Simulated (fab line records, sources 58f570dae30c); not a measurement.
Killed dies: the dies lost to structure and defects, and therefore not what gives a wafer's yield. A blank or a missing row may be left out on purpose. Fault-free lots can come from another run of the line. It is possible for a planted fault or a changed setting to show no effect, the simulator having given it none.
Comparing a struck lot with a sound one ; flow berkeley_cmos170 ; 14 out of 331 route steps
Sound: the wafers L105.3, L105.4, L105.6. Struck: wafers L102.4, L102.5, L102.6. Last of all comes the cause.
At each step with rows: each side's tool, then ch and its chambers, then its first start. Under that, the readings that differ: sound wafers ; struck wafers ; difference of the means ; sigmas: that difference in standard deviations of wafers without a fault.
alike: readings with means less than 2 such deviations apart, plus words and numbers identical on both sides. not compared: withheld readings, readings lacking a value on some wafer, bounds such as >300 that could conceal the same value, and numbers that have no deviation in the record and whose values overlap.
Wherever a step has rows on one side only, a row that says differs or no value, or a row with sigmas, the two part there. Numbers that don't overlap but have no deviation are shown without sigmas and don't part them. A reading that every wafer of one side lacks parts them only if that side has two wafers or more.

first, 5 steps without rows for these wafers: UCB170_NWELL_WET_ETCH_18 (etches Si3N4 in H3PO4, time 14400 s); UCB170_NWELL_WET_ETCH_19 (etches SiO2 in BOE, time 22 s); UCB170_PWELL_CLEAN_00 (cleans in SPM, time 600 s); UCB170_PWELL_CLEAN_01 (cleans in dHF, time 60 s); UCB170_PWELL_OXIDATION_02 (target thk 26.4 nm, ox time 1260 s).
UCB170_PWELL_THK_MEAS_03:
  sound on film_metro-02 at day 6 06:20; struck on film_metro-02 at day 5 17:53
  alike: PWELL_OXIDE_THK
then, 2 steps without rows for these wafers: UCB170_PWELL_ANNEAL_04 (time 900 s); UCB170_PWELL_CVD_05 (deposits Si3N4 from SiH2Cl2/NH3, target thk 220 nm, time 3300 s).
UCB170_PWELL_THK_MEAS_06:
  sound on film_metro-03 at day 6 13:17; struck on film_metro-04 at day 6 01:22
  alike: PWELL_NITRIDE_THK
then, 3 steps without rows for these wafers: UCB170_PWELL_HMDS_07 (prime time 60 s); UCB170_PWELL_COAT_08 (resist thk 900 nm); UCB170_PWELL_SOFTBAKE_09 (time 60 s).
UCB170_PWELL_EXPOSE_10: exposes mask PWELL, target cd 3000 nm.
  sound on krf_scanner-01 ch 0, day 6 13:56; struck on krf_scanner-01, day 6 02:08
  no value came back on the struck wafers for exposure_dose_mJ_cm2, focus_offset_nm (nm); on the sound wafers exposure_dose_mJ_cm2 reads 19.020 19.035 19.020
  alike: mask
after that, 1 step had no rows for these wafers: UCB170_PWELL_PEB_11.

== WHERE THEY PART ==
UCB170_PWELL_EXPOSE_10 only, going by this record.

WHY: whatever the simulator had introduced
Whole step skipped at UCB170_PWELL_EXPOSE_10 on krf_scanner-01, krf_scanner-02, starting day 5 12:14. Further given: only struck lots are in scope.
